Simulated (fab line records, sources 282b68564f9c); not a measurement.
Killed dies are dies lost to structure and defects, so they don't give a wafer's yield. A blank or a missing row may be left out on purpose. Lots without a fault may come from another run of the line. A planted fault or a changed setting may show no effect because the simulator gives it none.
Which tool did it? | flow rit_cmos | 13 lots, 39 wafers sampled, at 4 steps of a route of 202

WHAT THE GAUGES READ, wafer by wafer
RIT_ACTIVE_THK_MEAS_02. Usual: ACTIVE_OXIDE_THK 46.8 nm, standard deviation 1.2.
lot  | measured    | on            | ACTIVE_OXIDE_THK (nm) | flag
L124 | day 1 12:10 | film_metro-02 | 48.0 48.3 47.5        |
L125 | day 1 17:03 | film_metro-03 | 44.9 44.7 44.6        |
L126 | day 1 22:04 | film_metro-03 | 48.0 48.0 49.0        |
L127 | day 2 03:05 | film_metro-01 | 45.4 46.1 46.3        |
L128 | day 2 08:04 | film_metro-03 | 47.2 47.1 46.6        |
L135 | day 3 19:32 | film_metro-02 | 48.7 48.8 48.9        |
L136 | day 4 00:03 | film_metro-03 | 44.6 44.5 45.2        |
L137 | day 4 05:04 | film_metro-02 | 47.2 46.4 47.1        |
L139 | day 4 15:03 | film_metro-03 | 46.1 46.7 46.6        |
L142 | day 5 06:03 | film_metro-03 | 46.1 46.2 46.8        |
L144 | day 5 16:03 | film_metro-02 | 47.8 47.1 46.8        |
L145 | day 5 21:03 | film_metro-01 | 45.6 45.9 46.2        |
L147 | day 6 07:04 | film_metro-01 | 46.6 45.7 46.8        |

RIT_ACTIVE_THK_MEAS_04. Usual: ACTIVE_NITRIDE_THK 150.3 nm, standard deviation 1.4.
lot  | measured    | on            | ACTIVE_NITRIDE_THK (nm)             | flag
L124 | day 1 13:38 | film_metro-01 | 152.3 151.5 152.3                   |
L125 | day 1 18:32 | film_metro-02 | 148.7 149.5 150.3                   |
L126 | day 1 23:32 | film_metro-01 | 150.2 151.8 151.1                   |
L127 | day 2 04:34 | film_metro-03 | 148.5 147.6 148.6                   |
L128 | day 2 09:33 | film_metro-02 | 150.6 148.3 149.1                   |
L135 | day 3 21:00 | film_metro-02 | 235.3 236.2 236.6 235.1 236.4 236.7 | OFF
L136 | day 4 01:32 | film_metro-02 | 151.3 152.2 151.2                   |
L137 | day 4 06:32 | film_metro-02 | 149.4 150.2 150.2                   |
L139 | day 4 16:32 | film_metro-03 | 149.9 151.3 150.3                   |
L142 | day 5 07:32 | film_metro-02 | 151.6 150.3 151.8                   |
L144 | day 5 17:32 | film_metro-01 | 150.6 149.7 150.4                   |
L145 | day 5 22:32 | film_metro-02 | 151.2 151.0 150.8                   |
L147 | day 6 08:32 | film_metro-03 | 151.0 153.0 151.4                   |

RIT_FOX2_THK_MEAS_01. Usual: FOX2_OXIDE_THK 353 nm, standard deviation 6.6.
lot  | measured    | on            | FOX2_OXIDE_THK (nm) | flag
L124 | day 1 18:47 | film_metro-03 | 354 354 356         |
L125 | day 1 23:22 | film_metro-03 | 358 364 360         |
L126 | day 2 05:52 | film_metro-01 | 356 350 359         |
L127 | day 2 09:28 | film_metro-01 | 361 362 356         |
L128 | day 2 15:35 | film_metro-03 | 365 360 368         |
L136 | day 4 06:22 | film_metro-03 | 346 355 346         |
L137 | day 4 12:19 | film_metro-01 | 358 353 349         |
L139 | day 4 21:35 | film_metro-03 | 336 344 344         |
L142 | day 5 13:33 | film_metro-01 | 354 349 350         |
L144 | day 5 22:19 | film_metro-01 | 351 346 346         |
L145 | day 6 03:28 | film_metro-04 | 350 351 354         |
L147 | day 6 15:47 | film_metro-03 | 344 348 347         |

WHICH TOOL RAN EACH LOT (tool, then ch and the chambers of the sampled wafers, then the start)
lot  | RIT_ACTIVE_CVD_03
L124 | lpcvd-02 ch 0, day 1 12:14
L125 | lpcvd-02 ch 0, day 1 17:07
L126 | lpcvd-02 ch 0, day 1 22:07
L127 | lpcvd-02 ch 0, day 2 03:07
L128 | lpcvd-01 ch 0, day 2 08:07
L135 | lpcvd-02 ch 0, day 3 19:35
L136 | lpcvd-01 ch 1, day 4 00:07
L137 | lpcvd-02 ch 1, day 4 05:07
L139 | lpcvd-02 ch 1, day 4 15:07
L142 | lpcvd-01 ch 0, day 5 06:07
L144 | lpcvd-01 ch 0, day 5 16:07
L145 | lpcvd-01 ch 1, day 5 21:07
L147 | lpcvd-01 ch 1, day 6 07:07
- RIT_ACTIVE_CVD_03: deposits Si3N4 from SiH2Cl2/NH3, target thk 150 nm, time 1500 s.

WHAT THE TOOLS THEMSELVES READ (means of the sampled wafers that have a number; where no wafer has one, the mark that the record gives instead)
RIT_ACTIVE_CVD_03. Usual: zone_power_source_pct 21.2 %, standard deviation 0.38.
lot  | tool     | zone_power_source_pct (%) | flag
L124 | lpcvd-02 | 21.1                      |
L125 | lpcvd-02 | 21.2                      |
L126 | lpcvd-02 | 20.9                      |
L127 | lpcvd-02 | 21.1                      |
L128 | lpcvd-01 | 21.0                      |
L135 | lpcvd-02 | 20.9                      |
L136 | lpcvd-01 | 21.5                      |
L137 | lpcvd-02 | 21.7                      |
L139 | lpcvd-02 | 21.6                      |
L142 | lpcvd-01 | 20.9                      |
L144 | lpcvd-01 | 20.9                      |
L145 | lpcvd-01 | 21.4                      |
L147 | lpcvd-01 | 21.6                      |

THE ANSWER, worked out from the rows above alone
Rule: a lot is off if the mean of its wafers that have a number lies more than 3 standard deviations from the usual mean. A lot without any number at a reading at which 4 lots or more have one is off too. The other lots that the step has rows for count as sound. The gauges are gone through in route order, then the tools' own readings, and for those a lot's mean is taken as printed above. The first step at which some lot is off is used, and at that step the reading that is off furthest; a lot without a number counts as furthest.
Off: L135, at RIT_ACTIVE_THK_MEAS_04 (ACTIVE_NITRIDE_THK).
A tool fits if, at a process step before that reading, it ran every lot that is off, and no sound lot after the first of them. The gauges at RIT_ACTIVE_THK_MEAS_04 are tried like those tools. None of those tried fits.

WHAT THE SIMULATOR HAD PUT IN
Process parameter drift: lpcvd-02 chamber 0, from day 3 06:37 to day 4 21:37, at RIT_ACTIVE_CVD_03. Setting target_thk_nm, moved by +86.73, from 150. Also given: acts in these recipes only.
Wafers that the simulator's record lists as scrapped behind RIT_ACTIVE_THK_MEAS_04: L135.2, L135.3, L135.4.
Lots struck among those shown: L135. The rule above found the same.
